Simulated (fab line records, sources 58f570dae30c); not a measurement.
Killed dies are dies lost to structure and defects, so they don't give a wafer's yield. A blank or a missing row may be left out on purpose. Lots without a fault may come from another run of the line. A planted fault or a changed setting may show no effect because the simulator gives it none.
Which tool did it? | flow berkeley_cmos170 | 14 lots, 42 wafers sampled, at 2 steps of a route of 331

WHAT THE GAUGES READ, wafer by wafer
UCB170_ACTIVE_THK_MEAS_03.
lot  | measured    | on            | ACTIVE_OXIDE_THK (nm)
L232 | day 4 11:40 | film_metro-04 | 27.3 26.9 26.9
L235 | day 5 13:26 | film_metro-03 | 26.5 25.9 25.9
L236 | day 5 13:26 | film_metro-02 | 25.8 25.2 25.6
L237 | day 5 13:26 | film_metro-04 | 25.5 25.2 25.3
L238 | day 6 09:25 | film_metro-02 | 25.9 26.1 25.9
L239 | day 6 09:24 | film_metro-04 | 27.0 26.5 27.3
L242 | day 6 17:50 | film_metro-02 | 26.5 26.5 26.7
L244 | day 6 21:48 | film_metro-03 | 37.5 36.9 37.0
L246 | day 6 21:51 | film_metro-02 | 37.6 37.7 37.6
L247 | day 7 04:41 | film_metro-02 | 25.7 26.3 26.4
L249 | day 7 17:38 | film_metro-03 | 26.7 26.1 26.3
L250 | day 7 17:37 | film_metro-02 | 26.6 26.8 26.4
L252 | day 8 14:23 | film_metro-04 | 25.5 25.8 26.0
L255 | day 9 07:41 | film_metro-03 | 26.4 26.4 26.3

WHICH TOOL RAN EACH LOT (tool, then ch and the chambers of the sampled wafers, then the start)
lot  | UCB170_ACTIVE_OXIDATION_02
L232 | furnace-04 ch 0, day 4 10:18
L235 | furnace-04 ch 0, day 5 12:05
L236 | furnace-04 ch 0, day 5 12:05
L237 | furnace-04 ch 0, day 5 12:05
L238 | furnace-01 ch 0, day 6 08:03
L239 | furnace-01 ch 0, day 6 08:03
L242 | furnace-04 ch 0, day 6 16:25
L244 | furnace-04 ch 0, day 6 20:27
L246 | furnace-04 ch 0, day 6 20:27
L247 | furnace-01 ch 0, day 7 03:20
L249 | furnace-01 ch 0, day 7 16:16
L250 | furnace-01 ch 0, day 7 16:16
L252 | furnace-02 ch 0, day 8 13:01
L255 | furnace-02 ch 0, day 9 06:17
- UCB170_ACTIVE_OXIDATION_02: target thk 26.4 nm, ox time 1260 s.

WHAT THE TOOLS THEMSELVES READ (means of the sampled wafers that have a number; where no wafer has one, the mark that the record gives instead)
UCB170_ACTIVE_OXIDATION_02.
lot  | tool       | ox_temp_c (C)
L232 | furnace-04 | 999.9
L235 | furnace-04 | 999.6
L236 | furnace-04 | 999.8
L237 | furnace-04 | 1000.2
L238 | furnace-01 | 999.7
L239 | furnace-01 | 1000.2
L242 | furnace-04 | 1000.1
L244 | furnace-04 | 999.8
L246 | furnace-04 | 1000.1
L247 | furnace-01 | 1000.2
L249 | furnace-01 | 999.7
L250 | furnace-01 | 1000.3
L252 | furnace-02 | 999.7
L255 | furnace-02 | 999.6

THE ANSWER, worked out from the rows above alone
Rule: what is usual is taken from the lots themselves. Put in order of their means at a reading, lots are off if they are a third of the lots or fewer, leave a main group of 4 or more, and stand apart from it by a gap of 3 or more times the standard deviation of the main group's means; of several such gaps the widest counts. A main group whose means are all the same, to the digits that the tables above print for the reading, isn't used. A lot without any number at a reading at which 4 lots or more have one is off too. The other lots that the step has rows for count as sound. The gauges are gone through in route order, then the tools' own readings, and for those a lot's mean is taken as printed above. The first step at which some lot is off is used, and at that step the reading that is off furthest; a lot without a number counts as furthest.
Off: L244, L246, at UCB170_ACTIVE_THK_MEAS_03 (ACTIVE_OXIDE_THK). The main group: mean 26.2 nm, standard deviation 0.5.
A tool fits if, at a process step before that reading, it ran every lot that is off, and no sound lot after the first of them. The gauges at UCB170_ACTIVE_THK_MEAS_03 are tried like those tools. One fits: furnace-04 at UCB170_ACTIVE_OXIDATION_02. Its last sound lot is L242 (day 6 16:25), its first lot that is off L244 (day 6 20:27): a fault that began between those two fits.

WHAT THE SIMULATOR HAD PUT IN
Process parameter drift: furnace-04, from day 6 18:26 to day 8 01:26, at UCB170_ACTIVE_OXIDATION_02. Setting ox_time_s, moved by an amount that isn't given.
Lots struck among those shown: L244, L246. The rule above found the same.
